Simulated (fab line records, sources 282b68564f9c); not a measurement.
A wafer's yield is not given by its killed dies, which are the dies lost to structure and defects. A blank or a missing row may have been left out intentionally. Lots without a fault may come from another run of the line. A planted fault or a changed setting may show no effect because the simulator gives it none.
Which tool is to blame?	flow rit_cmos	Sampling: 7 lots, 21 wafers, 2 of 202 route steps

WHAT THE GAUGES READ, wafer by wafer
RIT_SDANNEAL_RS_MEAS_06: uses a four-point probe to measure.
lot	measured	on	PLDD_RS (ohm/sq)
L911	day 3 07:41	film_metro-04	178.4 179.0 178.5
L914	day 3 22:49	film_metro-03	179.0 178.2 178.8
L916	day 4 08:02	film_metro-03	178.0 178.2 178.6
L918	day 4 18:47	film_metro-04	178.6 178.8 179.3
L921	day 5 09:46	film_metro-04	178.7 178.9 177.8
L927	day 6 16:44	film_metro-03	183.6 184.1 184.4
L933	day 7 21:40	film_metro-02	177.8 178.3 178.1

WHAT TOOL EACH LOT RAN ON (gives the tool, then ch and the chambers of the sampled wafers, and finally the start)
lot	RIT_PLDD_IMPLANT_08
L911	implanter-04 ch 0, day 3 01:08
L914	implanter-03 ch 0, day 3 16:09
L916	implanter-02 ch 0, day 4 01:10
L918	implanter-03 ch 0, day 4 11:08
L921	implanter-04 ch 0, day 5 03:05
L927	implanter-03 ch 0, day 6 10:09
L933	implanter-02 ch 0, day 7 14:38
- RIT_PLDD_IMPLANT_08

THE ANSWER, worked out from the rows above alone
Rule: what is usual is taken from the lots themselves. The widest of any qualifying gaps counts: lots, ordered by their means at a reading, are off when they make up no more than a third of the lots, leave a main group of 4 or more, and stand apart from it by 3 or more times the standard deviation of that group's means. A main group is skipped when, at the precision printed for the reading in the tables above, its means are all equal. Also off: a lot with no number at a reading for which 4 or more lots have one. Any other lot the step has rows for is counted as sound.
Off: L927, at RIT_SDANNEAL_RS_MEAS_06 (PLDD_RS). Mean 178.5 ohm/sq and standard deviation 0.27 in the main group.
If a tool, at a process step before that reading, ran all the lots that are off and no sound lot after the first of them, it fits. Gauges at RIT_SDANNEAL_RS_MEAS_06: tried the same way as those tools. Undecided on this evidence; 2 tools fit (implanter-03 at RIT_PLDD_IMPLANT_08, film_metro-03 at RIT_SDANNEAL_RS_MEAS_06).

WHAT THE SIMULATOR PUT IN
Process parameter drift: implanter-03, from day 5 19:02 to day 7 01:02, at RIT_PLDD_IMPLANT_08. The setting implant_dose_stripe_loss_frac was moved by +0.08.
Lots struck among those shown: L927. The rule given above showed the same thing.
